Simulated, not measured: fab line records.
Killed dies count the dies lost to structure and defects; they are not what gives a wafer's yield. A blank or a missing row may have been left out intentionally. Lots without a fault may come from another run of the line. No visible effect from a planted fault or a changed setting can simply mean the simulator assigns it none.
fab line records | flow rit-cmos
record: lots: 14 wafers: 42 last-day: 7
route steps=202 shown GATE@96 REOX@102 PLDD@122 NSD@140 M1@202
lots untouched by any fault: they come from a run of this same line in which no faults occurred
start-h: hours from the record's first day to the start of the lot's first wafer shown | wait-h: hours since the lot's step before | " repeats the value in the row above | L1.1+2: several wafers, shown together as one row | - no value, or no start was given | * or withheld: withheld | < > ~ a bound
route shown NAME@n: names a module that has steps shown in the file, with the first one's number in the route | usual: mean/standard deviation of fault-free wafers | same: alike in all rows | chamber/n: place in a boat | sites: each site's reading | _std_site: the values' standard deviation | _edge_site: mean of outer sites minus mean of inner sites | radius-mm: for every site, how far away it sits from the centre of the wafer | mask NAME#n: copy n | behind: tool/chamber where the wafer was last shaped | hold: cause of the lot's hold/its duration in hours/its outcome | device: whichever transistor did not switch (one of n, p or np) | end of line: tests of these same wafers at the route's end | where a step has no rows: the recipe by itself | killed: dies that structure and defects cost at the first sort, which is not the same as the wafer's yield | map: the dies of a wafer, with x for killed, . for not killed, _ for no die there
set.NAME: the setting the step ran with; set.NAME@STEP: the setting that earlier step ran with | model.NAME: the simulator's own value behind a step, which no gauge read
a sample of lots followed through the steps of the route, with each step as a table and each wafer as a row
services: when a tool's chamber went out of use (start-h, in hours from the record's first day, below 0 if earlier), for how many hours, and the reason
== steps ==
step: RIT_GATE_STRIP_20
recipe: chemistry: O2 time-s: 180 resist: NOVOLAK platen-temp-c: withheld power-w: 500 pressure-mtorr: 4000 o2-flow-sccm: 4000
usual: drypump-motor-current-A: 5.6/0.42
columns lot.wafer tool chamber start-h wait-h drypump-motor-current-A rf-hours-counter-h
L390.1 plasma-asher-02 1 37.37 0.1 6.0 27
L390.2 " 0 " " 5.1 27
L390.5 " 0 " " 5.1 -
L392.1 plasma-asher-02 0 46.14 0.1 5.1 28
L392.4 " 0 " " 5.1 -
L392.6 " 0 " " 5.1 -
L393.1 plasma-asher-02 1 51.63 0.1 6.0 28
L393.4 " 1 " " 6.0 -
L393.5 " 1 " " 6.0 -
L394.1 plasma-asher-02 1 57.86 0.1 6.0 29
L394.2 " 0 " " 5.1 29
L394.6 " 1 " " 5.9 -
L395.2 plasma-asher-02 1 65.32 0.1 6.0 30
L395.4 " 1 " " 6.0 -
L395.5 " 1 " " 5.9 -
L396.2 plasma-asher-01 0 67.80 0.1 5.6 44
L396.3 " 1 " " 6.3 -
L396.6 " 0 " " 5.6 -
L397.1 plasma-asher-02 0 71.64 0.1 5.1 30
L397.2 " 1 " " 5.9 30
L397.6 " 0 " " 5.1 -
L399.2 plasma-asher-01 1 83.46 0.1 6.3 46
L399.4 " 0 " " 5.6 -
L399.5 " 0 " " 5.6 -
L401.2 plasma-asher-02 1 92.34 0.1 6.0 33
L401.4 " 0 " " 5.2 -
L401.6 " 0 " " 5.2 -
L407.2 plasma-asher-02 1 124.72 0.1 6.0 36
L407.4 " 0 " " 5.2 -
L407.6 " 1 " " 6.0 -
L409.4 plasma-asher-01 1 131.68 0.1 6.3 -
L409.5 " 0 " " 5.6 -
L409.6 " 1 " " 6.3 -
L411.1 plasma-asher-02 1 141.47 0.1 5.9 38
L411.2 " 0 " " 5.1 38
L411.5 " 1 " " 6.0 -
L412.1 plasma-asher-02 0 147.77 0.1 5.1 39
L412.3 " 0 " " 5.1 -
L412.5 " 1 " " 6.0 -
L413.3 plasma-asher-02 0 153.08 0.1 5.1 -
L413.4 " 1 " " 6.0 -
L413.5 " 1 " " 6.0 -
step: RIT_REOX_THK_MEAS_04
recipe: reads: SiO2_of_REOX_OXIDATION_03
usual: REOX_OXIDE_THK: 25.1/0.42
columns lot.wafer tool chamber start-h wait-h REOX_OXIDE_THK[nm]
L390.1 film-metro-03 - 40.63 0.0 25.6
L390.2 " - " " 25.5
L390.5 " - " " 25.5
L392.1 film-metro-03 - 50.74 0.0 25.6
L392.4 " - " " 25.6
L392.6 " - " " 25.4
L393.1 film-metro-03 - 55.98 0.0 25.1
L393.4 " - " " 24.9
L393.5 " - " " 25.2
L394.1 film-metro-03 - 61.74 0.0 25.8
L394.2 " - " " 25.7
L394.6 " - " " 25.6
L395.2 film-metro-03 - 69.60 0.0 25.0
L395.4 " - " " 24.4
L395.5 " - " " 24.5
L396.2 film-metro-04 - 71.44 0.0 24.6
L396.3 " - " " 25.4
L396.6 " - " " 25.4
L397.1 film-metro-02 - 75.91 0.0 25.8
L397.2 " - " " 25.7
L397.6 " - " " 25.8
L399.2 film-metro-02 - 86.71 0.0 25.1
L399.4 " - " " 25.1
L399.5 " - " " 25.4
L401.2 film-metro-03 - 96.04 0.0 24.8
L401.4 " - " " 25.3
L401.6 " - " " 25.3
L407.2 film-metro-03 - 127.94 0.0 25.0
L407.4 " - " " 25.5
L407.6 " - " " 25.6
L409.4 film-metro-03 - 134.88 0.0 24.9
L409.5 " - " " 24.8
L409.6 " - " " 25.1
L411.1 film-metro-04 - 144.68 0.0 24.5
L411.2 " - " " 24.8
L411.5 " - " " 25.5
L412.1 film-metro-03 - 152.18 0.0 25.0
L412.3 " - " " 25.5
L412.5 " - " " 25.3
L413.3 film-metro-02 - 156.62 0.0 25.1
L413.4 " - " " 23.9
L413.5 " - " " 24.6
step: RIT_PLDD_IMPLANT_08
recipe: species: BF2 energy-kev: 20 dose-cm2: 9e+14 tilt-deg: 7
usual: beam-energy-keV: 19.999/0.0059 dose-ions-cm2: 9.001e+14/1e+12 end-station-pressure-torr: 7.2e-06/3.6e-07 faraday-current-uA: 2826/53
columns lot.wafer tool chamber start-h wait-h beam-energy-keV dose-ions-cm2 end-station-pressure-torr faraday-current-uA
L390.1 implanter-03 0 43.38 0.1 20.000 9.001e+14 6.9e-06 2853
L390.2 " 0 " " 19.997 9.001e+14 7.3e-06 2759
L390.5 " 0 " " 20.016 9.002e+14 7.2e-06 2822
L392.1 implanter-03 0 53.33 0.1 19.996 9.018e+14 7.7e-06 2874
L392.4 " 0 " " 20.001 9.026e+14 7e-06 2752
L392.6 " 0 " " 20.001 9.015e+14 7.5e-06 2846
L393.1 implanter-04 0 58.65 0.1 20.004 8.993e+14 6.6e-06 2852
L393.4 " 0 " " 19.995 8.998e+14 7.2e-06 2808
L393.5 " 0 " " 20.003 8.985e+14 7.3e-06 2890
L394.1 implanter-01 0 64.64 0.1 20.007 9.025e+14 7e-06 2793
L394.2 " 0 " " 19.995 9e+14 7.2e-06 2843
L394.6 " 0 " " 19.994 9.001e+14 7.6e-06 2870
L395.2 implanter-03 0 72.25 0.1 19.997 9.002e+14 7.4e-06 2791
L395.4 " 0 " " 20.007 9.001e+14 8.2e-06 2828
L395.5 " 0 " " 19.998 8.988e+14 7.3e-06 2693
L396.2 implanter-04 0 73.97 0.1 19.995 8.999e+14 7e-06 2905
L396.3 " 0 " " 19.984 9.02e+14 7.3e-06 2853
L396.6 " 0 " " 19.996 9.008e+14 7.2e-06 2837
L397.1 implanter-03 0 78.55 0.1 19.999 9.004e+14 6.7e-06 2846
L397.2 " 0 " " 20.000 9.005e+14 7.7e-06 2791
L397.6 " 0 " " 20.011 8.997e+14 7.3e-06 2768
L399.2 implanter-01 0 89.49 0.1 19.998 9.006e+14 7e-06 2894
L399.4 " 0 " " 19.990 9.004e+14 7.1e-06 2791
L399.5 " 0 " " 20.008 9.005e+14 7.3e-06 2808
L401.2 implanter-04 0 99.16 0.1 19.993 8.996e+14 7.2e-06 2860
L401.4 " 0 " " 19.987 9.008e+14 7.4e-06 2868
L401.6 " 0 " " 19.995 9.006e+14 7.8e-06 2837
L407.2 implanter-04 0 130.72 0.1 20.000 1.4554e+15 8.6e-06 4501
L407.4 " 0 " " 19.988 1.4535e+15 9.1e-06 4435
L407.6 " 0 " " 20.003 1.4547e+15 8.1e-06 4396
L409.4 implanter-04 0 137.59 0.1 20.004 1.4537e+15 8.5e-06 4423
L409.5 " 0 " " 19.997 1.4544e+15 8.6e-06 4532
L409.6 " 0 " " 20.003 1.4536e+15 8.1e-06 4579
L411.1 implanter-03 0 147.37 0.1 19.994 8.98e+14 7.2e-06 2856
L411.2 " 0 " " 20.001 8.995e+14 7.5e-06 2828
L411.5 " 0 " " 20.000 8.985e+14 6.9e-06 2905
L412.1 implanter-03 0 154.70 0.1 19.996 9.002e+14 7.7e-06 2794
L412.3 " 0 " " 19.999 8.996e+14 7.5e-06 2777
L412.5 " 0 " " 20.002 8.991e+14 7.3e-06 2833
L413.3 implanter-03 0 159.42 0.1 19.996 9.003e+14 7.1e-06 2806
L413.4 " 0 " " 19.998 8.988e+14 7.8e-06 2786
L413.5 " 0 " " 20.002 9.013e+14 6.9e-06 2894
step: RIT_PLDD_TW_MEAS_10
usual: PLDD_TW: 2350/35
columns lot.wafer tool chamber start-h wait-h PLDD_TW
L390.1 film-metro-02 - 43.71 0.1 2310
L390.2 " - " " 2319
L390.5 " - " " 2309
L392.1 film-metro-04 - 53.65 0.1 2379
L392.4 " - " " 2356
L392.6 " - " " 2375
L393.1 film-metro-02 - 58.98 0.1 2331
L393.4 " - " " 2318
L393.5 " - " " 2311
L394.1 film-metro-01 - 64.96 0.1 2425
L394.2 " - " " 2409
L394.6 " - " " 2411
L395.2 film-metro-02 - 72.56 0.1 2332
L395.4 " - " " 2322
L395.5 " - " " 2322
L396.2 film-metro-02 - 74.28 0.1 2313
L396.3 " - " " 2312
L396.6 " - " " 2308
L397.1 film-metro-01 - 78.88 0.1 2423
L397.2 " - " " 2416
L397.6 " - " " 2406
L399.2 film-metro-04 - 89.80 0.1 2361
L399.4 " - " " 2358
L399.5 " - " " 2375
L401.2 film-metro-01 - 99.47 0.1 2403
L401.4 " - " " 2403
L401.6 " - " " 2417
L407.2 film-metro-02 - 131.03 0.1 2587
L407.4 " - " " 2591
L407.6 " - " " 2591
L409.4 film-metro-01 - 137.87 0.1 2696
L409.5 " - " " 2707
L409.6 " - " " 2694
L411.1 film-metro-02 - 147.69 0.1 2313
L411.2 " - " " 2317
L411.5 " - " " 2306
L412.1 film-metro-04 - 155.18 0.3 2353
L412.3 " - " " 2349
L412.5 " - " " 2342
L413.3 film-metro-04 - 159.71 0.1 2342
L413.4 " - " " 2350
L413.5 " - " " 2351
step: RIT_NSD_STRIP_09
recipe: chemistry: O2 time-s: 180 resist: NOVOLAK platen-temp-c: withheld power-w: 500 pressure-mtorr: 4000 o2-flow-sccm: 4000
usual: drypump-motor-current-A: 5.8/0.32
columns lot.wafer tool chamber start-h wait-h drypump-motor-current-A rf-hours-counter-h
L390.1 plasma-asher-01 0 48.63 0.1 5.5 42
L390.2 " 1 " " 6.3 42
L390.5 " 0 " " 5.6 -
L392.1 plasma-asher-01 1 57.85 0.1 6.3 43
L392.4 " 1 " " 6.2 -
L392.6 " 0 " " 5.6 -
L393.1 plasma-asher-04 1 62.86 0.1 5.7 42
L393.4 " 1 " " 5.8 -
L393.5 " 1 " " 5.8 -
L394.1 plasma-asher-04 1 68.83 0.1 5.8 43
L394.2 " 0 " " 5.5 43
L394.6 " 1 " " 5.8 -
L395.2 plasma-asher-01 0 76.29 0.1 5.5 45
L395.4 " 0 " " 5.5 -
L395.5 " 1 " " 6.3 -
L396.2 plasma-asher-04 0 78.28 0.1 5.6 44
L396.3 " 0 " " 5.5 -
L396.6 " 0 " " 5.6 -
L397.1 plasma-asher-03 1 82.82 0.1 5.4 38
L397.2 " 0 " " 6.1 38
L397.6 " 0 " " 6.1 -
L399.2 plasma-asher-01 1 93.66 0.1 6.3 47
L399.4 " 0 " " 5.6 -
L399.5 " 0 " " 5.6 -
L401.2 plasma-asher-03 0 103.36 0.1 6.1 40
L401.4 " 1 " " 5.4 -
L401.6 " 0 " " 6.0 -
L407.2 plasma-asher-01 0 134.78 0.1 5.6 52
L407.4 " 0 " " 5.6 -
L407.6 " 0 " " 5.6 -
L409.4 plasma-asher-01 1 141.73 0.1 6.3 -
L409.5 " 1 " " 6.3 -
L409.6 " 0 " " 5.6 -
L411.1 plasma-asher-03 0 151.59 0.1 6.0 4
L411.2 " 1 " " 5.4 4
L411.5 " 0 " " 6.1 -
L412.1 plasma-asher-03 0 159.00 0.1 6.0 4
L412.3 " 1 " " 5.4 -
L412.5 " 0 " " 6.0 -
L413.3 plasma-asher-01 0 163.49 0.1 5.6 -
L413.4 " 1 " " 6.3 -
L413.5 " 1 " " 6.3 -
step: RIT_SDANNEAL_RS_MEAS_06
recipe: thk-meas-gauge: four-point-probe
usual: PLDD_RS: 178.7/0.53
columns lot.wafer tool chamber start-h wait-h PLDD_RS[ohm/sq]
L390.1 film-metro-04 - 51.08 0.1 178.7
L390.2 " - " " 179.4
L390.5 " - " " 179.4
L392.1 film-metro-01 - 60.30 0.1 178.7
L392.4 " - " " 178.9
L392.6 " - " " 178.4
L393.1 film-metro-04 - 65.30 0.1 177.6
L393.4 " - " " 178.2
L393.5 " - " " 178.1
L394.1 film-metro-02 - 71.30 0.1 178.1
L394.2 " - " " 178.2
L394.6 " - " " 177.6
L395.2 film-metro-02 - 78.63 0.1 178.5
L395.4 " - " " 178.3
L395.5 " - " " 178.8
L396.2 film-metro-04 - 80.71 0.1 178.0
L396.3 " - " " 178.1
L396.6 " - " " 178.5
L397.1 film-metro-01 - 85.45 0.1 178.0
L397.2 " - " " 178.1
L397.6 " - " " 178.4
L399.2 film-metro-02 - 96.01 0.1 178.5
L399.4 " - " " 178.9
L399.5 " - " " 178.6
L401.2 film-metro-01 - 105.98 0.1 178.6
L401.4 " - " " 178.4
L401.6 " - " " 178.2
L407.2 film-metro-02 - 137.39 0.1 157.3
L407.4 " - " " 157.3
L407.6 " - " " 157.2
L409.4 film-metro-02 - 144.24 0.1 157.4
L409.5 " - " " 157.9
L409.6 " - " " 157.0
L411.1 film-metro-02 - 154.08 0.1 179.2
L411.2 " - " " 178.9
L411.5 " - " " 179.0
L412.1 film-metro-01 - 161.33 0.1 177.8
L412.3 " - " " 178.6
L412.5 " - " " 178.3
L413.3 film-metro-04 - 165.79 0.1 178.8
L413.4 " - " " 179.3
L413.5 " - " " 179.5
step: RIT_M1_PROBE_99
usual: killed_at_M0_to_M3: 0.0/0.12 killed-at-front-end: 7/3.1 killed-dies: 7/3.1 killed-on-rim: 1.9/1.5 killed-open: 3.6/2.3 killed-short: 3.2/2
same: gross-dies: 264 killed_at_M4_up: 0 killed-at-back-side: 0 killed-at-contacts: 0 killed-at-other: 0
columns lot.wafer tool chamber start-h wait-h killed_at_M0_to_M3 killed-at-front-end killed-dies killed-on-rim killed-open killed-short
L390.1 prober-02 - 58.56 0.1 0 18 18 2 12 6
L390.2 prober-02 - 58.61 0.1 0 3 3 2 2 1
L390.5 prober-02 - 58.76 0.2 0 8 8 4 5 3
L392.1 prober-02 - 67.68 0.1 0 5 5 2 3 2
L392.4 prober-02 - 67.83 0.2 0 11 11 3 7 4
L392.6 prober-02 - 67.93 0.2 0 9 9 1 4 5
L393.1 prober-01 - 73.56 0.1 0 10 10 2 4 6
L393.4 prober-01 - 73.71 0.2 0 8 8 2 4 4
L393.5 prober-01 - 73.76 0.2 0 6 6 0 1 5
L394.1 prober-01 - 79.08 0.1 0 7 7 2 6 1
L394.2 prober-01 - 79.13 0.1 0 2 2 2 1 1
L394.6 prober-01 - 79.33 0.2 0 8 8 1 5 3
L395.2 prober-02 - 86.24 0.1 0 6 6 4 2 4
L395.4 prober-02 - 86.34 0.2 0 6 6 2 1 5
L395.5 prober-02 - 86.39 0.2 0 8 8 4 4 4
L396.2 prober-01 - 89.05 0.1 0 9 9 1 7 2
L396.3 prober-01 - 89.10 0.2 0 11 11 4 4 7
L396.6 prober-01 - 89.25 0.2 0 7 7 0 1 6
L397.1 prober-02 - 93.60 0.1 0 3 3 0 0 3
L397.2 prober-02 - 93.65 0.1 0 7 7 2 2 5
L397.6 prober-02 - 93.85 0.2 0 4 4 0 3 1
L399.2 prober-02 - 104.73 0.1 0 6 6 2 5 1
L399.4 prober-02 - 104.83 0.2 0 10 10 2 6 4
L399.5 prober-02 - 104.88 0.2 0 8 8 0 4 4
L401.2 prober-02 - 113.46 0.1 0 6 6 1 4 2
L401.4 prober-02 - 113.56 0.2 0 5 5 2 1 3
L401.6 prober-02 - 113.66 0.2 0 7 7 1 6 1
L407.2 prober-02 - 144.52 0.1 1 1 2 0 2 0
L407.4 prober-02 - 144.62 0.2 0 14 14 4 11 3
L407.6 prober-02 - 144.72 0.2 0 5 5 1 2 3
L409.4 prober-02 - 151.56 0.2 0 8 8 1 5 2
L409.5 prober-02 - 151.61 0.2 0 10 10 3 7 3
L409.6 prober-02 - 151.66 0.2 0 6 6 3 2 4
L411.1 prober-02 - 161.36 0.1 0 1 1 1 0 1
L411.2 prober-02 - 161.41 0.1 0 5 5 1 3 2
L411.5 prober-02 - 161.56 0.2 0 4 4 2 3 1
L412.1 prober-01 - 168.49 0.1 0 2 2 0 1 1
L412.3 prober-01 - 168.59 0.2 0 13 13 4 9 4
L412.5 prober-01 - 168.69 0.2 0 9 9 2 6 3
L413.3 prober-02 - 173.11 0.2 0 10 10 3 6 4
L413.4 prober-02 - 173.16 0.2 0 7 7 3 5 2
L413.5 prober-02 - 173.21 0.2 0 1 1 0 1 0
killed by level:class
L390.1 GATE:geometric-particle:open=7 GATE:geometric-particle:short=3 REOX:geometric-particle:open=2 SILICIDE:geometric-particle:open=2 SILICIDE:geometric-particle:short=2 REOX:geometric-particle:short=1 SPACER:geometric-particle:open=1
L390.2 GATE:geometric-particle:open=2 SILICIDE:geometric-particle:short=1
L390.5 REOX:geometric-particle:open=4 REOX:geometric-particle:short=3 SPACER:geometric-particle:open=1
L392.1 SPACER:geometric-particle:open=2 FOX2:geometric-particle:short=1 REOX:geometric-particle:open=1 SILICIDE:geometric-particle:short=1
L392.4 GATE:geometric-particle:short=3 GATE:geometric-particle:open=3 FOX2:geometric-particle:open=1 REOX:geometric-particle:short=1 REOX:geometric-particle:open=1 SPACER:geometric-particle:open=1 SILICIDE:geometric-particle:open=1
L392.6 GATE:geometric-particle:short=4 GATE:geometric-particle:open=3 SILICIDE:geometric-particle:open=1 SILICIDE:geometric-particle:short=1
L393.1 GATE:geometric-particle:short=3 REOX:geometric-particle:short=3 GATE:geometric-particle:open=2 REOX:geometric-particle:open=2
L393.4 GATE:geometric-particle:open=3 FOX2:geometric-particle:short=1 REOX:geometric-particle:short=1 SPACER:geometric-particle:short=1 SILICIDE:geometric-particle:short=1 SILICIDE:geometric-particle:open=1
L393.5 SPACER:geometric-particle:short=3 REOX:geometric-particle:short=1 REOX:geometric-particle:open=1 SILICIDE:geometric-particle:short=1
L394.1 GATE:geometric-particle:open=3 FOX2:geometric-particle:open=1 GATE:geometric-particle:short=1 REOX:geometric-particle:open=1 SILICIDE:geometric-particle:open=1
L394.2 GATE:geometric-particle:open=1 REOX:geometric-particle:short=1
L394.6 GATE:geometric-particle:open=3 FOX2:geometric-particle:short=1 GATE:geometric-particle:short=1 REOX:geometric-particle:open=1 SPACER:geometric-particle:short=1 SPACER:geometric-particle:open=1
L395.2 GATE:geometric-particle:short=2 FOX2:geometric-particle:open=1 GATE:geometric-particle:open=1 SPACER:geometric-particle:short=1 SILICIDE:geometric-particle:short=1
L395.4 GATE:geometric-particle:short=3 FOX2:geometric-particle:short=1 FOX2:geometric-particle:open=1 SILICIDE:geometric-particle:short=1
L395.5 SPACER:geometric-particle:short=3 GATE:geometric-particle:open=2 ACTIVE:geometric-particle:open=1 FOX2:geometric-particle:short=1 SPACER:geometric-particle:open=1
L396.2 FOX1:geometric-particle:open=2 GATE:geometric-particle:open=2 FOX2:geometric-particle:open=1 GATE:geometric-particle:short=1 SPACER:geometric-particle:open=1 SILICIDE:geometric-particle:short=1 SILICIDE:geometric-particle:open=1
L396.3 GATE:geometric-particle:short=4 REOX:geometric-particle:open=2 SILICIDE:geometric-particle:short=2 GATE:geometric-particle:open=1 REOX:geometric-particle:short=1 SPACER:geometric-particle:open=1
L396.6 FOX1:geometric-particle:short=3 GATE:geometric-particle:short=2 FOX2:geometric-particle:open=1 FOX2:geometric-particle:short=1
L397.1 GATE:geometric-particle:short=2 FOX2:geometric-particle:short=1
L397.2 GATE:geometric-particle:short=2 SPACER:geometric-particle:short=2 FOX1:geometric-particle:open=1 REOX:geometric-particle:short=1 SILICIDE:geometric-particle:open=1
L397.6 REOX:geometric-particle:open=2 GATE:geometric-particle:open=1 REOX:geometric-particle:short=1
L399.2 GATE:geometric-particle:open=2 FOX1:geometric-particle:open=1 FOX2:geometric-particle:short=1 REOX:geometric-particle:open=1 SILICIDE:geometric-particle:open=1
L399.4 FOX1:geometric-particle:short=2 FOX1:geometric-particle:open=2 GATE:geometric-particle:open=2 FOX2:geometric-particle:open=1 FOX2:geometric-particle:short=1 GATE:geometric-particle:short=1 SILICIDE:geometric-particle:open=1
L399.5 GATE:geometric-particle:short=4 GATE:geometric-particle:open=2 REOX:geometric-particle:open=1 SPACER:geometric-particle:open=1
L401.2 FOX1:geometric-particle:short=2 GATE:geometric-particle:open=2 SPACER:geometric-particle:open=1 SILICIDE:geometric-particle:open=1
L401.4 GATE:geometric-particle:short=2 FOX2:geometric-particle:open=1 REOX:geometric-particle:short=1 PLDD:coat-microbubble-printed=1
L401.6 GATE:geometric-particle:open=2 SPACER:geometric-particle:open=2 FOX2:geometric-particle:open=1 GATE:geometric-particle:short=1 SILICIDE:geometric-particle:open=1
L407.2 SPACER:geometric-particle:open=1 M1:geometric-particle:open=1
L407.4 GATE:geometric-particle:open=3 REOX:geometric-particle:open=2 SPACER:geometric-particle:open=2 SILICIDE:geometric-particle:open=2 ACTIVE:geometric-particle:short=1 FOX1:geometric-particle:open=1 FOX2:geometric-particle:open=1 GATE:geometric-particle:short=1
L407.6 GATE:geometric-particle:short=3 FOX1:geometric-particle:open=1 GATE:geometric-particle:open=1
L409.4 FOX1:geometric-particle:short=2 GATE:geometric-particle:open=2 FOX1:geometric-particle:open=1 FOX2:geometric-particle:open=1 SPACER:geometric-particle:open=1 PRETRO:coat-microbubble-printed=1
L409.5 GATE:geometric-particle:open=2 REOX:geometric-particle:open=2 FOX1:geometric-particle:short=1 FOX1:geometric-particle:open=1 FOX2:geometric-particle:short=1 FOX2:geometric-particle:open=1 GATE:geometric-particle:short=1 SPACER:geometric-particle:open=1
L409.6 SILICIDE:geometric-particle:short=2 FOX1:geometric-particle:short=1 FOX2:geometric-particle:open=1 REOX:geometric-particle:open=1 REOX:geometric-particle:short=1
L411.1 SILICIDE:geometric-particle:short=1
L411.2 GATE:geometric-particle:open=2 GATE:geometric-particle:short=2 FOX1:geometric-particle:open=1
L411.5 FOX1:geometric-particle:open=2 FOX1:geometric-particle:short=1 SILICIDE:geometric-particle:open=1
L412.1 SILICIDE:geometric-particle:open=1 SILICIDE:geometric-particle:short=1
L412.3 FOX1:geometric-particle:open=4 GATE:geometric-particle:open=2 GATE:geometric-particle:short=2 FOX1:geometric-particle:short=1 FOX2:geometric-particle:open=1 REOX:geometric-particle:open=1 REOX:geometric-particle:short=1 SILICIDE:geometric-particle:open=1
L412.5 GATE:geometric-particle:open=4 REOX:geometric-particle:short=2 FOX1:geometric-particle:open=1 FOX2:geometric-particle:short=1 SILICIDE:geometric-particle:open=1
L413.3 SPACER:geometric-particle:open=3 FOX1:geometric-particle:short=2 REOX:geometric-particle:open=2 FOX1:geometric-particle:open=1 GATE:geometric-particle:short=1 REOX:geometric-particle:short=1
L413.4 SPACER:geometric-particle:open=2 FOX1:geometric-particle:short=1 FOX1:geometric-particle:open=1 GATE:geometric-particle:short=1 REOX:geometric-particle:open=1 SILICIDE:geometric-particle:open=1
L413.5 GATE:geometric-particle:open=1
== services ==
columns tool chamber start-h hours kind
implanter-03 - 88.18 2.9 repair
implanter-04 - 100.21 2.7 pm
plasma-asher-03 - 108.75 9.0 pm
plasma-asher-03 0 108.75 9.0 vent-cycle
plasma-asher-03 1 108.75 9.0 vent-cycle
plasma-asher-03 0 117.75 - clean
plasma-asher-03 1 117.75 - clean
implanter-01 - 135.63 15.8 repair
implanter-03 - 156.19 3.0 pm
== key ==
first-sign: step: RIT_PLDD_IMPLANT_08 reading: dose-ions-cm2 direction: up sigmas: 99+ usual: 9.001e+14 struck: 1.4542e+15
effect: step: RIT_PLDD_IMPLANT_08 reading: faraday-current-uA direction: up sigmas: 31 usual: 2826 struck: 4478
effect: step: RIT_PLDD_TW_MEAS_10 reading: PLDD_TW direction: up sigmas: 8.5 usual: 2350 struck: 2644
effect: step: RIT_SDANNEAL_RS_MEAS_06 reading: PLDD_RS direction: down sigmas: 40 usual: 178.7 struck: 157.4
met-at RIT_PLDD_IMPLANT_08
struck-lots L407,L409
tester-left-out L407,L409
not-acting-at RIT_GATE_STRIP_20,RIT_REOX_THK_MEAS_04,RIT_NSD_STRIP_09
onset-between 99.16 130.72
fault: kind: process-parameter-drift tool: implanter-04 chamber: - onset-h: 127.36 steps: RIT_PLDD_IMPLANT_08 channel: dose-cm2 offset: 5.54e+14 shape: step end-h: 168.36 acts-in: these-recipes-only stated: 9e+14
tester-left-out: of these lots the tester's yield and bins aren't shown, on N5 and GAA mostly nor the transistor test; their killed dies are dies lost to structure and defects alone, not to doping, threshold or leakage, so they don't give the yield
